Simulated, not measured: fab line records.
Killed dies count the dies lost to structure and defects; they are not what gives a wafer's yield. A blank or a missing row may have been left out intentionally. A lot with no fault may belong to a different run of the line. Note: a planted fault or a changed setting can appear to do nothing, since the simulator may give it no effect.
A sampling plan put to the test + flow rit-cmos + 22 faults told of in these records, all on one fab line, each judged by the records of the lots it struck
Plan = the line's own looks (route steps where a gauge or an inspection reads the wafer without altering it). Where struck wafers have a number at a look and the file lists that look's usual mean and standard deviation on fault-free wafers, the look can be judged. Caught: 4 or more of those standard deviations (sigma) separate the usual mean from the mean of the struck wafers at a look after the fault's first step. On the tool: the identical test, applied to the tool's own readings at the steps of the fault. A different recipe on the struck wafers counts as caught too, as does a record blank only for those wafers.

== THE FAULTS, as the simulator had put them in ==
1. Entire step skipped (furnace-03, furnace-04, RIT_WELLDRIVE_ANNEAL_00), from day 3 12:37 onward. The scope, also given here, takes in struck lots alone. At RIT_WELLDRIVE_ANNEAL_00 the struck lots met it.
2. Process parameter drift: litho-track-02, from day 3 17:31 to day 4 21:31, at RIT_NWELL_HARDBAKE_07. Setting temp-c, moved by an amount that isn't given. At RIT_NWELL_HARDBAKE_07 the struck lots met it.
3. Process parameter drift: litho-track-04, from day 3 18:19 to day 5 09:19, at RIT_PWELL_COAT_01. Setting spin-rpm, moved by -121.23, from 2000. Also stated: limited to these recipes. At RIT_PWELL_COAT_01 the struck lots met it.
4. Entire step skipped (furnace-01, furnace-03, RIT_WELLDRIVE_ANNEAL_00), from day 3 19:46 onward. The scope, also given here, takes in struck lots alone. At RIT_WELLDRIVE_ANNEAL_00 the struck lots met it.
5. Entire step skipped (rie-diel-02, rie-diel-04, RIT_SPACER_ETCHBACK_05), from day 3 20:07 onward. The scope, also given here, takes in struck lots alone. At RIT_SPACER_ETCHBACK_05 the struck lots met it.
6. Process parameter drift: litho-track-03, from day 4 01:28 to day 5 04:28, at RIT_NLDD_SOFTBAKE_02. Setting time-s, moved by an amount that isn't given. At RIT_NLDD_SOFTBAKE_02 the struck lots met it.
7. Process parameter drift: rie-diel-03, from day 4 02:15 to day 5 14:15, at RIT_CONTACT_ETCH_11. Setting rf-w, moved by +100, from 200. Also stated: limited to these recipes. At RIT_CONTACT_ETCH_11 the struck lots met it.
8. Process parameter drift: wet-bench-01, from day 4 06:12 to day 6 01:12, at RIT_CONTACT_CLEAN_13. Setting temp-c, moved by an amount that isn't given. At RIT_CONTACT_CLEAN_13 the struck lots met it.
9. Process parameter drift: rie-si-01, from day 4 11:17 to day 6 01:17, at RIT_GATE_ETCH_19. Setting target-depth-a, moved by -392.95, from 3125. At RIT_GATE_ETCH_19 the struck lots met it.
10. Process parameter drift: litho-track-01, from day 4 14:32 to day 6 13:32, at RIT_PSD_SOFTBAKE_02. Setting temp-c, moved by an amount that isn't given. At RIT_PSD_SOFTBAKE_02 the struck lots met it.
11. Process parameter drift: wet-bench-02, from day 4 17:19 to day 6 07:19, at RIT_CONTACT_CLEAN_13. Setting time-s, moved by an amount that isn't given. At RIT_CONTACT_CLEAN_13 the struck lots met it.
12. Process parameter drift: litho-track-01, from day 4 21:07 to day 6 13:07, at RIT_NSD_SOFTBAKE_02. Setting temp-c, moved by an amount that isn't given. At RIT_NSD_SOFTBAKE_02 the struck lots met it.
13. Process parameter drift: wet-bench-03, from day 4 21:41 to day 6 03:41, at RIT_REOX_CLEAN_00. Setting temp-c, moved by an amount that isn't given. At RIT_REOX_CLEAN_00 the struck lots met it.
14. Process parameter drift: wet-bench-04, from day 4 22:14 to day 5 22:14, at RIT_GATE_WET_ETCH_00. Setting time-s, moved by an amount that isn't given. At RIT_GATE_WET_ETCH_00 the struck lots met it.
15. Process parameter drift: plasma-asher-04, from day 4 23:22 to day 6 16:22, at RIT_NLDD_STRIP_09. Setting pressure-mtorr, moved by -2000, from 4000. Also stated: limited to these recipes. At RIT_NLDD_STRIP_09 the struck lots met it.
16. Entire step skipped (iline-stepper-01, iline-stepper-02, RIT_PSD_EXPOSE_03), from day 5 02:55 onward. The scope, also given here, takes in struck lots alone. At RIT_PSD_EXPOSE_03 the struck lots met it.
17. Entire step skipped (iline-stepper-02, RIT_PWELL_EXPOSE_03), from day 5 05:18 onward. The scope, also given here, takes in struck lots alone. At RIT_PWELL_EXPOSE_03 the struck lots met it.
18. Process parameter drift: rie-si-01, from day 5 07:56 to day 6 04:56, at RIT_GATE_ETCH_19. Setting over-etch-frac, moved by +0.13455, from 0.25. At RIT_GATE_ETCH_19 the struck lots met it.
19. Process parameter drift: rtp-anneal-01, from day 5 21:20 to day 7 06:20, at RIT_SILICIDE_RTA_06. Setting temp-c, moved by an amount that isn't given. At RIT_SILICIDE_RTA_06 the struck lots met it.
20. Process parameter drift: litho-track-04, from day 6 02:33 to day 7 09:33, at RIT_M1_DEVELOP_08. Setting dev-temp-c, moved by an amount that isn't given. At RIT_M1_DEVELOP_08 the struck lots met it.
21. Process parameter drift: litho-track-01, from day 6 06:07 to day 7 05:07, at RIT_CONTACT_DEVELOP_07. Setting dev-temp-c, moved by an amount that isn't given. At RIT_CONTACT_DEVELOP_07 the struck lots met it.
22. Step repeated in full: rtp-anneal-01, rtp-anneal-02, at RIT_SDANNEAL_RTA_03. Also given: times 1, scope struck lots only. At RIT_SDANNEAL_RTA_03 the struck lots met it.

== WHAT THE PLAN SAW ==
| fault | on the tool itself                               | first look that catches it                   | reading, sigma | median hours from its first step to that look | hours from the fault's start to the first struck lot there | judged looks passed uncaught |
|-------|--------------------------------------------------|----------------------------------------------|----------------|-----------------------------------------------|------------------------------------------------------------|------------------------------|
| 1     | the tool's record is blank for the struck wafers | no look after it can be judged               | -              | -                                             | -                                                          | 0                            |
| 2     | heater-power-total-W +8.6 sigma                  | no look after it can be judged               | -              | -                                             | -                                                          | 0                            |
| 3     | spin-speed-rpm -93 sigma                         | no look after it can be judged               | -              | -                                             | -                                                          | 0                            |
| 4     | the tool's record is blank for the struck wafers | no look after it can be judged               | -              | -                                             | -                                                          | 0                            |
| 5     | the tool's record is blank for the struck wafers | no look after it can be judged               | -              | -                                             | -                                                          | 0                            |
| 6     | run-length-s -11 sigma                           | not the one look that can be judged after it | -              | -                                             | -                                                          | 1                            |
| 7     | rf-fwd-power-W +99 or beyond sigma               | no look after it can be judged               | -              | -                                             | -                                                          | 0                            |
| 8     | temp-c +38 sigma                                 | no look after it can be judged               | -              | -                                             | -                                                          | 0                            |
| 9     | oes-product-au +8.0 sigma                        | no look after it can be judged               | -              | -                                             | -                                                          | 0                            |
| 10    | heater-power-total-W +71 sigma                   | no look after it can be judged               | -              | -                                             | -                                                          | 0                            |
| 11    | run-length-s +14 sigma                           | not the one look that can be judged after it | -              | -                                             | -                                                          | 1                            |
| 12    | heater-power-total-W -99 or beyond sigma         | no look after it can be judged               | -              | -                                             | -                                                          | 0                            |
| 13    | temp-c +53 sigma                                 | no look after it can be judged               | -              | -                                             | -                                                          | 0                            |
| 14    | run-length-s -7.4 sigma                          | no look after it can be judged               | -              | -                                             | -                                                          | 0                            |
| 15    | chamber-pressure-mTorr -99 or beyond sigma       | no look after it can be judged               | -              | -                                             | -                                                          | 0                            |
| 16    | no reading that can be judged                    | no look after it can be judged               | -              | -                                             | -                                                          | 0                            |
| 17    | no reading that can be judged                    | no look after it can be judged               | -              | -                                             | -                                                          | 0                            |
| 18    | oes-product-au -4.7 sigma                        | no look after it can be judged               | -              | -                                             | -                                                          | 0                            |
| 19    | wafer_temp_C_max +5.5 sigma                      | no look after it can be judged               | -              | -                                             | -                                                          | 0                            |
| 20    | developer-temp-C -6.7 sigma                      | no look after it can be judged               | -              | -                                             | -                                                          | 0                            |
| 21    | developer-temp-C +21 sigma                       | RIT_CONTACT_CD_MEAS_08                       | cd-nm -5.7     | 0.6                                           | 4                                                          | 0                            |
| 22    | under 2 sigma                                    | not the one look that can be judged after it | -              | -                                             | -                                                          | 1                            |
A dash: this means the fault isn't caught or the number doesn't appear in these records.

Caught at a look: 1 of 22. Caught on the tool: 19 of 22. By one or the other: 19 of 22.
Faults caught by the tool alone: 1, 2, 3, 4, 5, 6, 7, 8, 9, 10, 11, 12, 13, 14, 15, 18, 19, 20.
Caught by neither: faults 16, 17, 22.

== THINNER SAMPLING ==
In the worst case, this is how late the first struck lot would be measured if the look that catches a fault measured only every second or every third lot, by lot number:
| fault | struck lots at that look, in order of time | every lot | every second lot | every third lot |
|-------|--------------------------------------------|-----------|------------------|-----------------|
| 21    | L715, L716                                 | 4 h       | 7 h              | may miss all 2  |
Hours are from the fault's start to the first struck lot that is measured. The limit of 4 sigma was tested on all struck wafers together, so one lot alone may lie under it. Other struck lots may not be in these records.

== THE LONGEST TIMED WAY FROM STEP TO LOOK ==
Fault 21: the median time between RIT_CONTACT_DEVELOP_07 and RIT_CONTACT_CD_MEAS_08 is 0.6 hours. No look between them can be judged.
